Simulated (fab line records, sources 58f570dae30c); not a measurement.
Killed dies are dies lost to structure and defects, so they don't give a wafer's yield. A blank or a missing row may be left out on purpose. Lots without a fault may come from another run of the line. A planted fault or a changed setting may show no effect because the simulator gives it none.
fab line records | flow berkeley_cmos170
record lots=15 wafers=45 last_day=12
route steps=331 shown PWELL@48 WELLDRIVE@57 GATE@139 M3@325
lots that met no fault: from a run of the same line without faults
start_h: hours from the record's first day to the start of the lot's first wafer shown | wait_h: hours since the lot's step before | " the same as in the row above | L1.1+2: a row that stands for several wafers | - no value, or no start given | * or withheld: withheld | < > ~ a bound
route shown NAME@n: a module of which the file shows steps, and the number in the route of the first | usual: mean/standard deviation of fault-free wafers | same: alike in all rows | chamber/n: place in a boat | sites: the reading at each site | _std_site: their standard deviation | _edge_site: outer sites' mean less inner sites' | radius_mm: how far each site lies from the wafer's centre | mask NAME#n: copy n | behind: the tool/chamber that last shaped the wafer | hold: why the lot was held/for how many hours/how that ended | device: the transistor (n, p or np) that didn't switch | end of line: the same wafers' tests at the end of the route | a step without rows: its recipe alone | killed: dies lost to structure and defects at the first sort, not the wafer's yield | map: a wafer's dies, x killed, . not, _ none there
set.NAME: the setting as run; set.NAME@STEP: as run at that earlier step | model.NAME: the simulator's own value behind a step, which no gauge read
steps of the route over a sample of lots; a table a step, a row a wafer
services: from which hour (start_h, from the record's first day; less than 0 if before it) a tool's chamber was out of use, for how many hours, and why
## steps
# step UCB170_PWELL_ETCH_14
# recipe chemistry=CH3F/Ar/O2 target=Si3N4 stop_on=SiO2 CH3F_flow_sccm=20 Ar_flow_sccm=50 O2_flow_sccm=7 pressure_mtorr=50 rf_w=450 target_depth_a=2420 over_etch_frac=0.1 time_s=151
# usual chamber_pressure_mTorr=50.00/0.046 drypump_motor_current_A=5.44/0.28 oes_product_au=0.937/0.014 over_etch_frac=0.1/0 throttle_valve_pct=8.09/0.14
# columns lot.wafer tool chamber start_h wait_h chamber_pressure_mTorr drypump_motor_current_A oes_product_au over_etch_frac rf_hours_counter_h throttle_valve_pct
L231.2 rie_diel-04 3 52.26 0.0 49.95 5.07 0.923 0.1 11 8.14
L231.5 " 1 " " 50.14 5.55 0.945 0.1 - 8.30
L231.6 " 2 " " 50.03 5.59 0.918 0.1 - 7.91
L232.1 rie_diel-01 2 52.81 0.0 49.98 5.75 0.933 0.1 110 8.01
L232.2 " 3 " " 49.97 5.53 0.956 0.1 66 8.25
L232.6 " 3 " " 50.01 5.58 0.937 0.1 - 8.26
L235.1 rie_diel-01 0 66.43 0.0 50.03 4.90 0.897 0.20352 34 7.94
L235.3 " 2 " " 50.04 5.73 0.951 0.1 111 8.03
L235.5 " 1 " " 49.99 5.24 0.956 0.1 - 8.17
L234.2 rie_diel-04 1 66.51 0.0 49.95 5.55 0.948 0.1 121 8.27
L234.3 " 2 " " 49.89 5.60 0.919 0.1 70 7.93
L234.4 " 0 " " 50.02 5.40 0.960 0.1 66 8.07
L236.2 rie_diel-01 0 66.79 0.0 50.01 4.92 0.888 0.20352 35 7.93
L236.3 " 1 " " 49.99 5.25 0.934 0.1 115 8.15
L236.5 " 1 " " 50.03 5.25 0.948 0.1 - 8.16
L237.3 rie_diel-04 0 76.98 0.0 50.02 5.40 0.942 0.1 67 8.07
L237.5 " 2 " " 50.04 5.61 0.914 0.1 - 7.93
L237.6 " 1 " " 50.04 5.56 0.943 0.1 - 8.28
L238.3 rie_diel-01 2 82.53 0.0 49.99 5.74 0.934 0.1 111 8.02
L238.4 " 0 " " 49.99 4.91 0.895 0.20352 35 7.94
L238.6 " 1 " " 50.01 5.24 0.951 0.1 - 8.17
L243.2 rie_diel-04 0 110.04 0.0 50.04 5.39 0.947 0.1 68 8.07
L243.4 " 1 " " 50.06 5.56 0.937 0.1 123 8.29
L243.5 " 3 " " 50.11 5.06 0.928 0.1 - 8.12
L245.1 rie_diel-04 0 124.70 0.0 50.04 5.42 0.948 0.1 68 8.07
L245.4 " 3 " " 50.03 5.05 0.945 0.1 14 8.15
L245.5 " 2 " " 50.02 5.61 0.931 0.1 - 7.93
L247.2 rie_diel-03 2 131.92 0.0 50.01 5.89 0.958 0.1 133 8.17
L247.5 " 0 " " 49.99 5.77 0.904 0.1 - 7.87
L247.6 " 2 " " 50.03 5.88 0.951 0.1 - 8.16
L249.1 rie_diel-03 2 136.63 0.0 49.99 5.86 0.959 0.1 134 8.17
L249.5 " 3 " " 50.00 5.35 0.917 0.1 - 8.21
L249.6 " 0 " " 50.02 5.83 0.911 0.1 - 7.86
L248.1 rie_diel-04 0 136.91 0.0 49.99 5.41 0.937 0.1 69 8.06
L248.3 " 2 " " 50.01 5.59 0.931 0.1 73 7.94
L248.4 " 3 " " 49.93 5.07 0.928 0.1 14 8.14
L251.4 rie_diel-04 1 157.71 0.0 50.04 5.55 0.953 0.1 125 8.29
L251.5 " 1 " " 49.93 5.56 0.956 0.1 - 8.30
L251.6 " 2 " " 49.95 5.61 0.934 0.1 - 7.92
L252.2 rie_diel-01 2 158.89 0.0 50.00 5.73 0.934 0.1 114 8.01
L252.4 " 0 " " 49.91 4.90 0.937 0.1 39 7.94
L252.5 " 3 " " 49.95 5.56 0.952 0.1 - 8.24
L253.1 rie_diel-01 3 164.17 0.0 50.03 5.55 0.948 0.1 71 8.23
L253.4 " 2 " " 49.95 5.71 0.942 0.1 115 8.01
L253.6 " 0 " " 50.01 4.92 0.924 0.1 - 7.95
# step UCB170_PWELL_STRIP_16
# recipe chemistry=O2 power_w=400 pressure_mtorr=3500 platen_temp_c=withheld o2_flow_sccm=400 overash_fraction=0.5
# usual chamber_pressure_mTorr=3500/3.1 drypump_motor_current_A=5.88/0.26 oes_product_au=0.721/0.0049 strip_time_to_endpoint_s=18.07/0.073
# columns lot.wafer tool chamber start_h wait_h chamber_pressure_mTorr drypump_motor_current_A oes_product_au rf_hours_counter_h strip_time_to_endpoint_s
L231.2 plasma_asher-02 1 52.51 0.1 3495 5.60 0.721 34 18.05
L231.5 " 1 " " 3499 5.59 0.719 - 17.98
L231.6 " 0 " " 3498 5.99 0.719 - 18.07
L232.1 plasma_asher-01 0 53.06 0.1 3499 6.01 0.729 35 18.05
L232.2 " 1 " " 3500 6.23 0.726 35 18.07
L232.6 " 0 " " 3502 6.02 0.714 - 18.07
L235.1 plasma_asher-02 1 66.68 0.1 3499 5.63 0.726 36 17.67
L235.3 " 0 " " 3506 6.00 0.720 - 18.04
L235.5 " 0 " " 3500 5.99 0.728 - 18.02
L234.2 plasma_asher-01 1 66.76 0.1 3502 6.25 0.720 37 18.01
L234.3 " 0 " " 3505 6.04 0.720 - 18.05
L234.4 " 1 " " 3498 6.27 0.726 - 18.01
L236.2 plasma_asher-02 1 67.04 0.1 3498 5.61 0.726 36 17.80
L236.3 " 0 " " 3497 6.00 0.718 - 18.17
L236.5 " 0 " " 3500 6.02 0.718 - 18.12
L237.3 plasma_asher-02 1 77.26 0.1 3503 5.61 0.719 - 18.04
L237.5 " 1 " " 3504 5.61 0.724 - 18.04
L237.6 " 0 " " 3499 5.99 0.720 - 17.96
L238.3 plasma_asher-02 0 82.82 0.1 3502 5.99 0.714 - 18.06
L238.4 " 1 " " 3498 5.62 0.724 - 17.74
L238.6 " 1 " " 3501 5.60 0.723 - 18.14
L243.2 plasma_asher-03 1 110.29 0.1 3501 6.05 0.720 28 18.06
L243.4 " 0 " " 3500 5.48 0.719 - 18.06
L243.5 " 0 " " 3500 5.50 0.725 - 18.10
L245.1 plasma_asher-03 1 124.96 0.1 3497 6.08 0.722 30 18.01
L245.4 " 0 " " 3503 5.48 0.732 - 18.08
L245.5 " 0 " " 3500 5.47 0.721 - 18.06
L247.2 plasma_asher-01 1 132.17 0.1 3495 6.26 0.717 43 18.03
L247.5 " 0 " " 3503 6.02 0.723 - 17.95
L247.6 " 1 " " 3504 6.25 0.726 - 17.99
L249.1 plasma_asher-01 1 136.88 0.1 3497 6.26 0.719 44 18.05
L249.5 " 0 " " 3501 6.01 0.725 - 18.12
L249.6 " 1 " " 3493 6.22 0.721 - 18.08
L248.1 plasma_asher-03 1 137.16 0.1 3502 6.05 0.717 32 18.15
L248.3 " 0 " " 3493 5.50 0.717 - 18.05
L248.4 " 1 " " 3498 6.03 0.729 - 18.15
L251.4 plasma_asher-03 1 157.99 0.1 3499 6.04 0.719 - 18.02
L251.5 " 1 " " 3498 6.04 0.715 - 18.12
L251.6 " 0 " " 3494 5.49 0.715 - 18.11
L252.2 plasma_asher-01 1 159.14 0.1 3496 6.26 0.720 46 18.13
L252.4 " 0 " " 3504 6.02 0.712 - 18.15
L252.5 " 1 " " 3493 6.24 0.718 - 18.13
L253.1 plasma_asher-02 1 164.42 0.1 3499 5.61 0.710 3 18.17
L253.4 " 0 " " 3499 6.02 0.729 - 18.02
L253.6 " 1 " " 3498 5.61 0.720 - 18.09
# step UCB170_WELLDRIVE_THK_MEAS_02
# recipe reads=SiO2_of_WELLDRIVE_OXIDATION_01
# usual WELLDRIVE_OXIDE_THK=198/3.5
# columns lot.wafer tool chamber start_h wait_h WELLDRIVE_OXIDE_THK[nm]
L231.2 film_metro-02 - 62.18 0.0 200
L231.5 " - " " 197
L231.6 " - " " 200
L232.1 film_metro-01 - 67.50 0.0 200
L232.2 " - " " 201
L232.6 " - " " 200
L235.1 film_metro-01 - 78.30 0.0 197
L235.3 " - " " 197
L235.5 " - " " 198
L234.2 film_metro-03 - 78.31 0.0 196
L234.3 " - " " 196
L234.4 " - " " 196
L236.2 film_metro-02 - 78.31 0.0 197
L236.3 " - " " 196
L236.5 " - " " 195
L237.3 film_metro-01 - 88.98 0.0 197
L237.5 " - " " 201
L237.6 " - " " 200
L238.3 film_metro-03 - 96.71 0.0 197
L238.4 " - " " 198
L238.6 " - " " 201
L243.2 film_metro-02 - 122.34 0.0 197
L243.4 " - " " 200
L243.5 " - " " 202
L245.1 film_metro-01 - 135.60 0.0 190
L245.4 " - " " 193
L245.5 " - " " 191
L247.2 film_metro-02 - 144.54 0.0 195
L247.5 " - " " 197
L247.6 " - " " 198
L248.1 film_metro-02 - 149.14 0.0 194
L248.3 " - " " 193
L248.4 " - " " 192
L249.1 film_metro-03 - 149.14 0.0 193
L249.5 " - " " 196
L249.6 " - " " 191
L251.4 film_metro-02 - 169.52 0.0 203
L251.5 " - " " 201
L251.6 " - " " 202
L252.2 film_metro-01 - 173.00 0.0 203
L252.4 " - " " 202
L252.5 " - " " 202
L253.1 film_metro-01 - 175.83 0.0 193
L253.4 " - " " 196
L253.6 " - " " 198
# step UCB170_GATE_OVL_MEAS_13
# usual GATE_OVL=-2/5.3
# columns lot.wafer tool chamber start_h wait_h GATE_OVL[nm]
L232.1 overlay-01 - 133.46 0.1 -12
L232.2 " - " " -8
L232.6 " - " " -8
L231.2 overlay-02 - 133.49 0.1 10
L231.5 " - " " -3
L231.6 " - " " 1
L235.1 overlay-02 - 148.59 0.1 -12
L235.3 " - " " -9
L235.5 " - " " -6
L234.2 overlay-01 - 148.89 0.1 -3
L234.3 " - " " 2
L234.4 " - " " 2
L236.2 overlay-02 - 149.16 0.1 3
L236.3 " - " " -7
L236.5 " - " " -4
L237.3 overlay-02 - 160.58 0.1 -2
L237.5 " - " " -8
L237.6 " - " " -3
L238.3 overlay-02 - 165.38 0.1 -4
L238.4 " - " " 4
L238.6 " - " " 1
L243.2 overlay-01 - 189.10 0.1 -4
L243.4 " - " " -2
L243.5 " - " " -5
L245.1 overlay-01 - 205.10 0.1 4
L245.4 " - " " -4
L245.5 " - " " 7
L247.2 overlay-02 - 205.22 0.1 2
L247.5 " - " " -6
L247.6 " - " " -1
L249.1 overlay-01 - 212.77 0.1 5
L249.5 " - " " 1
L249.6 " - " " 4
L248.1 overlay-02 - 212.89 0.1 -2
L248.3 " - " " -6
L248.4 " - " " -10
L251.4 overlay-02 - 233.59 0.1 -3
L251.5 " - " " 2
L251.6 " - " " -4
L253.1 overlay-01 - 243.31 0.1 -4
L253.4 " - " " -11
L253.6 " - " " -14
L252.2 overlay-02 - 243.57 0.1 6
L252.4 " - " " 14
L252.5 " - " " -3
# step UCB170_M3_OVL_MEAS_16
# usual M3_OVL=1/5.7
# columns lot.wafer tool chamber start_h wait_h M3_OVL[nm]
L231.2 overlay-02 - 176.11 0.1 -4
L231.5 " - " " -1
L231.6 " - " " -4
L232.1 overlay-02 - 176.40 0.1 0
L232.2 " - " " 0
L232.6 " - " " -1
L236.2 overlay-01 - 184.72 0.1 -3
L236.3 " - " " 6
L236.5 " - " " -5
L234.2 overlay-02 - 185.51 0.1 6
L234.3 " - " " 0
L234.4 " - " " 9
L235.1 overlay-01 - 185.62 0.1 9
L235.3 " - " " 5
L235.5 " - " " 5
L237.3 overlay-01 - 203.07 0.1 -2
L237.5 " - " " -7
L237.6 " - " " -8
L238.3 overlay-02 - 204.05 0.1 1
L238.4 " - " " -1
L238.6 " - " " 1
L243.2 overlay-01 - 228.93 0.1 3
L243.4 " - " " 7
L243.5 " - " " 8
L249.1 overlay-01 - 249.33 0.1 6
L249.5 " - " " 10
L249.6 " - " " 10
L247.2 overlay-02 - 249.49 0.1 1
L247.5 " - " " 0
L247.6 " - " " -5
L245.1 overlay-01 - 249.61 0.1 -4
L245.4 " - " " -2
L245.5 " - " " -4
L248.1 overlay-02 - 249.76 0.1 -6
L248.3 " - " " -4
L248.4 " - " " -2
L251.4 overlay-02 - 276.58 0.1 -2
L251.5 " - " " 1
L251.6 " - " " 3
L253.1 overlay-01 - 280.41 0.1 11
L253.4 " - " " 9
L253.6 " - " " 6
L252.2 overlay-01 - 283.41 0.1 -5
L252.4 " - " " 1
L252.5 " - " " -3
## services
# columns tool chamber start_h hours kind
rie_diel-04 3 42.72 4.8 repair
plasma_asher-03 - 54.55 15.6 pm
plasma_asher-01 - 85.07 2.0 repair
plasma_asher-02 - 108.75 9.0 pm
plasma_asher-02 0 108.75 9.0 vent_cycle
plasma_asher-02 1 108.75 9.0 vent_cycle
plasma_asher-02 0 117.75 - clean
plasma_asher-02 1 117.75 - clean
plasma_asher-02 - 122.85 15.6 pm
rie_diel-03 3 126.86 6.4 repair
rie_diel-03 0 153.65 5.4 repair
## key
first_sign step=UCB170_PWELL_ETCH_14 reading=over_etch_frac direction=up sigmas=99+ usual=0.1 struck=0.20352
effect step=UCB170_PWELL_ETCH_14 reading=oes_product_au direction=down sigmas=3.1 usual=0.937 struck=0.893
effect step=UCB170_PWELL_STRIP_16 reading=strip_time_to_endpoint_s direction=down sigmas=4.6 usual=* struck=*
met_at UCB170_PWELL_ETCH_14
struck_lots L235,L236,L238
struck_wafers L235.1,L236.2,L238.4
tester_left_out L235,L236,L238
not_acting_at UCB170_WELLDRIVE_THK_MEAS_02,UCB170_GATE_OVL_MEAS_13,UCB170_M3_OVL_MEAS_16
fault kind=process_parameter_drift tool=rie_diel-01 chamber=0 onset_h=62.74 steps=UCB170_PWELL_ETCH_14 channel=over_etch_frac offset=0.10352 shape=step end_h=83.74 acts_in=these_recipes_only stated=0.1
# tester_left_out: of these lots the tester's yield and bins aren't shown, on N5 and GAA mostly nor the transistor test; their killed dies are dies lost to structure and defects alone, not to doping, threshold or leakage, so they don't give the yield
